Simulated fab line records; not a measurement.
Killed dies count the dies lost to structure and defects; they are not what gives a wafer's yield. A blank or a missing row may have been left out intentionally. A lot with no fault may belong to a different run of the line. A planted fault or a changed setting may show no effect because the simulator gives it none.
fab line records -- flow ritCmos
record lots=6, wafers=18, lastDay=7
route steps=202 shown PWELL@49 WELLDRIVE@50 NWELL@51 NRETRO@53 M1@202
lots that met no fault: taken from a fault-free run of the same line
startH: the number of hours between the record's first day and the start of the first shown wafer of the lot -- waitH: hours since the lot's step before -- " identical to the entry in the row above -- L1.1+2: several wafers, shown together as one row -- - value missing, or start not given -- * or withheld: withheld -- < > ~ a bound
route shown NAME@n: names a module that has steps shown in the file, with the first one's number in the route -- usual: mean and standard deviation over wafers with no fault -- same: alike in all rows -- chamber/n: place in a boat -- sites: readings site by site -- _std_site: standard deviation of those values -- _edge_site: mean of outer sites minus mean of inner sites -- radiusMm: how far each site lies from the wafer's centre -- mask NAME#n: copy n -- behind: tool/chamber where the wafer was last shaped -- hold: what put the lot on hold/how long, in hours/how the hold closed -- device: whichever transistor did not switch (one of n, p or np) -- end of line: the same wafers' tests at the end of the route -- a step given without rows: its recipe and nothing more -- killed: dies that structure and defects cost at the first sort, which is not the same as the wafer's yield -- map: a wafer's dies, marking killed ones x, the rest . and places with no die _
set.NAME: the setting that was run; set.NAME@STEP: the one run at that earlier step -- model.NAME: the simulator's own value behind a step, which no gauge read
lots at selected steps of the route; one table per step, one row per wafer
services: from which hour (startH, from the record's first day; less than 0 if before it) a tool's chamber was out of use, for how many hours, and why
## steps
# step RIT_PWELL_TW_MEAS_10
# usual PWELL_TW=951/13
lot.wafer,tool,chamber,startH,waitH,PWELL_TW
L871.1,filmMetro-04,-,39.32,0.1,934
L871.4,filmMetro-04,-,39.32,0.1,939
L871.6,filmMetro-04,-,39.32,0.1,935
L872.2,filmMetro-04,-,43.97,0.1,941
L872.3,filmMetro-04,-,43.97,0.1,936
L872.4,filmMetro-04,-,43.97,0.1,935
L875.2,filmMetro-03,-,59.40,0.1,963
L875.3,filmMetro-03,-,59.40,0.1,959
L875.4,filmMetro-03,-,59.40,0.1,964
L876.1,filmMetro-04,-,64.13,0.1,932
L876.3,filmMetro-04,-,64.13,0.1,935
L876.6,filmMetro-04,-,64.13,0.1,933
L885.1,filmMetro-04,-,110.46,0.1,929
L885.2,filmMetro-04,-,110.46,0.1,937
L885.4,filmMetro-04,-,110.46,0.1,927
L889.1,filmMetro-02,-,130.02,0.1,961
L889.3,filmMetro-02,-,130.02,0.1,957
L889.4,filmMetro-02,-,130.02,0.1,958
# step RIT_WELLDRIVE_ANNEAL_00
# recipe tempC=1100, timeS=14700, ambient=N2
# step RIT_WELLDRIVE_RS_MEAS_01
# recipe thkMeasGauge=four-point-probe
# usual NWELL_RS=275.7/0.64
lot.wafer,tool,chamber,startH,waitH,NWELL_RS[ohm/sq]
L871.1,filmMetro-02,-,44.48,0.0,275.6
L871.4,filmMetro-02,-,44.48,0.0,275.9
L871.6,filmMetro-02,-,44.48,0.0,276.2
L872.2,filmMetro-03,-,49.59,0.0,274.0
L872.3,filmMetro-03,-,49.59,0.0,274.6
L872.4,filmMetro-03,-,49.59,0.0,274.4
L875.2,filmMetro-02,-,65.03,0.0,275.2
L875.3,filmMetro-02,-,65.03,0.0,275.8
L875.4,filmMetro-02,-,65.03,0.0,275.6
L876.1,filmMetro-02,-,70.09,0.0,276.4
L876.3,filmMetro-02,-,70.09,0.0,276.2
L876.6,filmMetro-02,-,70.09,0.0,275.8
L885.1,filmMetro-02,-,115.61,0.0,275.3
L885.2,filmMetro-02,-,115.61,0.0,275.0
L885.4,filmMetro-02,-,115.61,0.0,275.0
L889.1,filmMetro-04,-,135.16,0.0,275.1
L889.3,filmMetro-04,-,135.16,0.0,275.7
L889.4,filmMetro-04,-,135.16,0.0,275.3
# step RIT_WELLDRIVE_RS_MEAS_02
# recipe thkMeasGauge=four-point-probe
# usual PWELL_RS=429.5/1.1
lot.wafer,tool,chamber,startH,waitH,PWELL_RS[ohm/sq]
L871.1,filmMetro-02,-,44.60,0.1,429.7
L871.4,filmMetro-02,-,44.60,0.1,430.5
L871.6,filmMetro-02,-,44.60,0.1,429.5
L872.2,filmMetro-03,-,49.71,0.1,429.3
L872.3,filmMetro-03,-,49.71,0.1,429.6
L872.4,filmMetro-03,-,49.71,0.1,428.3
L875.2,filmMetro-02,-,65.15,0.1,428.6
L875.3,filmMetro-02,-,65.15,0.1,429.6
L875.4,filmMetro-02,-,65.15,0.1,429.0
L876.1,filmMetro-02,-,70.21,0.1,426.8
L876.3,filmMetro-02,-,70.21,0.1,427.7
L876.6,filmMetro-02,-,70.21,0.1,429.6
L885.1,filmMetro-02,-,115.73,0.1,430.3
L885.2,filmMetro-02,-,115.73,0.1,429.8
L885.4,filmMetro-02,-,115.73,0.1,429.5
L889.1,filmMetro-04,-,135.28,0.1,428.8
L889.3,filmMetro-04,-,135.28,0.1,429.7
L889.4,filmMetro-04,-,135.28,0.1,428.7
# step RIT_NRETRO_HMDS_00
# recipe primeTimeS=60, primeTempC=140
# step RIT_NRETRO_COAT_01
# recipe resist=NOVOLAK, spinRpm=2000, resistThkNm=1300
# step RIT_NRETRO_SOFTBAKE_02
# recipe resist=NOVOLAK, tempC=89.6, timeS=60
# step RIT_NRETRO_EXPOSE_03
# recipe maskId=M4, na=0.57, targetCdNm=43900, doseMj=250
# step RIT_NRETRO_PEB_04
# recipe resist=NOVOLAK, tempC=withheld, timeS=withheld
# step RIT_NRETRO_DEVELOP_05
# recipe resist=NOVOLAK, developTimeS=68, devTempC=23
# step RIT_NRETRO_OVL_MEAS_06
# usual NRETRO_OVL=-0.6/1.2
lot.wafer,tool,chamber,startH,waitH,NRETRO_OVL[nm]
L871.1,overlay-02,-,45.73,-,-1.0
L871.4,overlay-02,-,45.73,-,-1.8
L871.6,overlay-02,-,45.73,-,-1.7
L872.2,overlay-02,-,50.69,-,-0.4
L872.3,overlay-02,-,50.69,-,-1.3
L872.4,overlay-02,-,50.69,-,-0.1
L875.2,overlay-02,-,66.13,-,0.2
L875.3,overlay-02,-,66.13,-,-0.5
L875.4,overlay-02,-,66.13,-,0.2
L876.1,overlay-02,-,71.34,-,-1.0
L876.3,overlay-02,-,71.34,-,-1.5
L876.6,overlay-02,-,71.34,-,-1.2
L885.1,overlay-02,-,116.99,-,-3.2
L885.2,overlay-02,-,116.99,-,-0.6
L885.4,overlay-02,-,116.99,-,-0.8
L889.1,overlay-02,-,136.57,-,0.9
L889.3,overlay-02,-,136.57,-,1.3
L889.4,overlay-02,-,136.57,-,1.5
# step RIT_NRETRO_HARDBAKE_07
# recipe resist=NOVOLAK, tempC=140, timeS=120
# step RIT_NRETRO_IMPLANT_08
# recipe species=P, energyKev=70, doseCm2=1e+13, tiltDeg=7
# usual tiltDeg=6.996/0.019
# same implantIonAmu=31
lot.wafer,tool,chamber,startH,waitH,tiltDeg
L871.1,implanter-03,0,46.18,0.2,6.991
L871.4,implanter-03,0,46.18,0.2,7.018
L871.6,implanter-03,0,46.18,0.2,6.990
L872.2,implanter-02,0,51.00,0.2,7.002
L872.3,implanter-02,0,51.00,0.2,7.008
L872.4,implanter-02,0,51.00,0.2,7.013
L875.2,implanter-03,0,66.44,0.2,7.679
L875.3,implanter-03,0,66.44,0.2,7.685
L875.4,implanter-03,0,66.44,0.2,7.687
L876.1,implanter-03,0,71.62,0.2,7.734
L876.3,implanter-03,0,71.62,0.2,7.735
L876.6,implanter-03,0,71.62,0.2,7.726
L885.1,implanter-01,0,117.34,0.2,6.977
L885.2,implanter-01,0,117.34,0.2,7.005
L885.4,implanter-01,0,117.34,0.2,6.980
L889.1,implanter-01,0,136.86,0.2,6.987
L889.3,implanter-01,0,136.86,0.2,7.026
L889.4,implanter-01,0,136.86,0.2,6.969
# step RIT_NRETRO_STRIP_09
# recipe chemistry=O2, timeS=180, resist=NOVOLAK, platenTempC=withheld, powerW=500, pressureMtorr=4000, o2FlowSccm=4000
# usual drypumpMotorCurrentA=5.6/0.33
lot.wafer,tool,chamber,startH,waitH,drypumpMotorCurrentA,rfHoursCounterH
L871.1,plasmaAsher-03,1,46.33,0.1,5.3,40
L871.4,plasmaAsher-03,1,46.33,0.1,5.3,-
L871.6,plasmaAsher-03,1,46.33,0.1,5.4,-
L872.2,plasmaAsher-03,0,51.12,0.1,5.5,41
L872.3,plasmaAsher-03,1,51.12,0.1,5.3,-
L872.4,plasmaAsher-03,0,51.12,0.1,5.6,-
L875.2,plasmaAsher-02,1,66.56,0.1,5.4,41
L875.3,plasmaAsher-02,0,66.56,0.1,6.4,-
L875.4,plasmaAsher-02,1,66.56,0.1,5.4,-
L876.1,plasmaAsher-02,0,71.77,0.1,6.4,42
L876.3,plasmaAsher-02,1,71.77,0.1,5.4,-
L876.6,plasmaAsher-02,0,71.77,0.1,6.4,-
L885.1,plasmaAsher-03,1,117.49,0.1,5.3,49
L885.2,plasmaAsher-03,0,117.49,0.1,5.5,49
L885.4,plasmaAsher-03,0,117.49,0.1,5.6,-
L889.1,plasmaAsher-02,1,137.01,0.1,5.4,49
L889.3,plasmaAsher-02,0,137.01,0.1,6.4,-
L889.4,plasmaAsher-02,1,137.01,0.1,5.4,-
# step RIT_M1_PROBE_99
# usual killedAtFrontEnd=6.6/2.7, killedDies=6.7/2.7, killedOpen=3.5/1.9, killedShort=3.1/1.8
# same grossDies=264, killed_at_M0_to_M3=0, killed_at_M4_up=0, killedAtBackSide=0, killedAtContacts=0, killedAtOther=0
lot.wafer,tool,chamber,startH,waitH,killedAtFrontEnd,killedDies,killedOpen,killedShort
L871.1,prober-02,-,73.60,0.1,5,5,1,4
L871.4,prober-02,-,73.75,0.2,7,7,4,3
L871.6,prober-02,-,73.85,0.2,5,5,2,3
L872.2,prober-01,-,79.37,0.1,7,7,4,3
L872.3,prober-01,-,79.42,0.2,7,7,3,4
L872.4,prober-01,-,79.47,0.2,7,7,4,3
L875.2,prober-02,-,97.34,0.1,14,14,10,4
L875.3,prober-02,-,97.39,0.2,11,11,8,3
L875.4,prober-02,-,97.44,0.2,11,11,4,7
L876.1,prober-01,-,101.52,0.1,9,9,5,4
L876.3,prober-01,-,101.62,0.2,8,8,3,5
L876.6,prober-01,-,101.77,0.2,6,6,4,2
L885.1,prober-02,-,147.87,0.1,8,8,2,6
L885.2,prober-02,-,147.92,0.1,7,7,5,2
L885.4,prober-02,-,148.02,0.2,12,12,6,6
L889.1,prober-02,-,168.20,0.1,8,8,4,4
L889.3,prober-02,-,168.30,0.2,7,7,5,2
L889.4,prober-02,-,168.35,0.2,3,3,2,1
# killed by level:class
L871.1 SILICIDE:geometricParticle:short=2 GATE:geometricParticle:short=1 REOX:geometricParticle:short=1 SILICIDE:geometricParticle:open=1
L871.4 REOX:geometricParticle:open=3 FOX1:geometricParticle:short=2 GATE:geometricParticle:open=1 GATE:geometricParticle:short=1
L871.6 FOX1:geometricParticle:open=1 FOX1:geometricParticle:short=1 FOX2:geometricParticle:short=1 GATE:geometricParticle:open=1 SILICIDE:geometricParticle:short=1
L872.2 FOX1:geometricParticle:open=2 FOX1:geometricParticle:short=1 GATE:geometricParticle:short=1 GATE:geometricParticle:open=1 REOX:geometricParticle:short=1 SPACER:geometricParticle:open=1
L872.3 SILICIDE:geometricParticle:short=2 GATE:geometricParticle:open=1 REOX:geometricParticle:open=1 REOX:geometricParticle:short=1 SPACER:geometricParticle:short=1 SILICIDE:geometricParticle:open=1
L872.4 FOX1:geometricParticle:open=2 FOX1:geometricParticle:short=1 GATE:geometricParticle:open=1 SPACER:geometricParticle:short=1 SILICIDE:geometricParticle:open=1 SILICIDE:geometricParticle:short=1
L875.2 REOX:geometricParticle:open=4 GATE:geometricParticle:open=3 GATE:geometricParticle:short=2 SPACER:geometricParticle:open=2 FOX2:geometricParticle:open=1 FOX2:geometricParticle:short=1 SPACER:geometricParticle:short=1
L875.3 FOX1:geometricParticle:open=3 GATE:geometricParticle:open=3 FOX1:geometricParticle:short=1 FOX2:geometricParticle:open=1 REOX:geometricParticle:short=1 SPACER:geometricParticle:open=1 SILICIDE:geometricParticle:short=1
L875.4 FOX1:geometricParticle:open=2 GATE:geometricParticle:open=2 GATE:geometricParticle:short=2 REOX:geometricParticle:short=2 FOX1:geometricParticle:short=1 FOX2:geometricParticle:short=1 SILICIDE:geometricParticle:short=1
L876.1 SPACER:geometricParticle:open=3 GATE:geometricParticle:short=2 FOX1:geometricParticle:open=1 FOX1:geometricParticle:short=1 REOX:geometricParticle:open=1 SPACER:geometricParticle:short=1
L876.3 GATE:geometricParticle:short=3 REOX:geometricParticle:open=2 FOX1:geometricParticle:short=1 GATE:geometricParticle:open=1 REOX:geometricParticle:short=1
L876.6 GATE:geometricParticle:open=2 FOX1:geometricParticle:short=1 FOX1:geometricParticle:open=1 GATE:geometricParticle:short=1 SILICIDE:geometricParticle:open=1
L885.1 GATE:geometricParticle:short=4 GATE:geometricParticle:open=2 REOX:geometricParticle:short=1 SILICIDE:geometricParticle:short=1
L885.2 GATE:geometricParticle:open=3 SPACER:geometricParticle:short=2 FOX2:geometricParticle:open=1 SILICIDE:geometricParticle:open=1
L885.4 FOX1:geometricParticle:short=3 FOX2:geometricParticle:open=3 GATE:geometricParticle:short=2 REOX:geometricParticle:open=2 FOX1:geometricParticle:open=1 FOX2:geometricParticle:short=1
L889.1 GATE:geometricParticle:open=4 GATE:geometricParticle:short=3 FOX2:geometricParticle:short=1
L889.3 FOX2:geometricParticle:open=2 GATE:geometricParticle:open=2 REOX:geometricParticle:short=2 SPACER:geometricParticle:open=1
L889.4 GATE:geometricParticle:open=1 REOX:geometricParticle:open=1 REOX:geometricParticle:short=1
## services
tool,chamber,startH,hours,kind
implanter-01,-,50.78,1.3,repair
implanter-03,-,67.72,1.5,repair
implanter-03,-,88.98,2.4,repair
## key
firstSign step=RIT_NRETRO_IMPLANT_08, reading=tiltDeg, direction=up, sigmas=38, usual=6.996, struck=7.708
effect none on later readings
metAt RIT_NRETRO_IMPLANT_08
struckWafers L875.2,L875.3,L875.4,L876.1,L876.3,L876.6
testerLeftOut L875,L876
onsetBetween 46.18 66.44
fault kind=processParameterDrift, tool=implanter-03, chamber=-, onsetH=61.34, steps=RIT_NRETRO_IMPLANT_08, channel=tiltDeg, offset=0.71278, shape=step, endH=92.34, actsIn=theseRecipesOnly, stated=7
# testerLeftOut: of these lots the tester's yield and bins aren't shown, on N5 and GAA mostly nor the transistor test; their killed dies are dies lost to structure and defects alone, not to doping, threshold or leakage, so they don't give the yield
